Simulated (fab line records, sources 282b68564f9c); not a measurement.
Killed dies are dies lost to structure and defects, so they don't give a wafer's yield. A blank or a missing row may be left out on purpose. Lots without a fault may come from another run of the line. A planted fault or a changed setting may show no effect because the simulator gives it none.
Problem report in the 8D (eight disciplines) form, filled by code | flow rit_cmos | the parts of the form that need people (team, actions taken, sign-off) are left out

1. THE PROBLEM
killed_at_front_end at RIT_M1_PROBE_99 reads a mean of 32.7 on 3 wafers of 1 lot; wafers without a fault read 6.7 with a standard deviation of 2.9. That is +9.0 standard deviations from the usual mean.
First seen on wafer L757.2, day 5 09:31, on prober-01. The record holds 39 wafers of 13 lots with a number at this step. Rule for "out", or "out of limits": more than 4 standard deviations from the usual mean. The other wafers with a number count as sound.

2. WHAT IT IS AND WHAT IT IS NOT
question                    | is                                              | is not
which readings at this step | killed_at_front_end, killed_dies, killed_on_rim | killed_at_contacts, killed_open, killed_short
which lots                  | L757                                            | L752, L753, L754, L755, L765, L766, L768, L769, L770, L771, L772, L773
which wafers of those lots  | all that have a number                          | -
read on which tools         | prober-01                                       | prober-02
when                        | from day 5 09:31                                | up to then (12 sound wafers); but 24 sound wafers of L765, L766, L768, L769, L770, L771, L772, L773 came after

3. SUSPECTS, AND WHAT RULES EACH OUT
Counting: a tool at a process step up to the reading stays a suspect if it ran every lot that is out and no sound lot after the first of them.
- wet_bench-01 at RIT_SPACER_CLEAN_01 (cleans in dHF, time 30 s): ruled out as a lasting fault. Sound lots L770, L771, L772 ran on it after its first lot that is out, L757 (day 4 07:14).
- plasma_asher-02 at RIT_PSD_STRIP_09 (strips in O2, time 180 s): ruled out as a lasting fault. Sound lots L772, L773 ran on it after its first lot that is out, L757 (day 4 13:18).
- plasma_asher-01 at RIT_M1_STRIP_14 (strips in O2, time 180 s): ruled out as a lasting fault. Sound lots L765, L768 ran on it after its first lot that is out, L757 (day 4 19:24).
- prober-01 at RIT_M1_PROBE_99: ruled out as a lasting fault. Sound lots L766, L768, L770, L772 ran on it after its first lot that is out, L757 (day 5 09:31).
Left after counting: nothing in the record.

4. THE CAUSE (what the simulator had put in)
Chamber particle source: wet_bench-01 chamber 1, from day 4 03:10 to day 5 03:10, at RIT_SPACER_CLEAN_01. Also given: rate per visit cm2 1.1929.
Counting ruled it out, wrongly: the rule takes a fault to strike every lot that its tool runs from its start on, and this one did not.

5. THE CHAIN OF EFFECTS, in route order
Each row: a reading whose mean over the struck wafers that have a number lies more than 3 standard deviations from the usual. Only readings for which the record gives a usual standard deviation are gone through. hours: the time from each lot's start at the first step in this table that gives one to its start at this step, as a median over the lots. sigmas: the change in usual standard deviations.
hours | step            | reading             | usual | on struck wafers | change | sigmas
0     | RIT_M1_PROBE_99 | killed_at_front_end | 6.7   | 32.7             | +26.0  | +9.0
0     | RIT_M1_PROBE_99 | killed_dies         | 6.7   | 32.7             | +26.0  | +9.0
0     | RIT_M1_PROBE_99 | killed_on_rim       | 1.8   | 9.7              | +7.9   | +5.6
The process steps in it:
- RIT_M1_PROBE_99

6. WHAT WOULD HAVE CAUGHT IT SOONER
In this record the first reading out of limits was taken at day 5 09:31, 30 hours after the fault began at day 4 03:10.
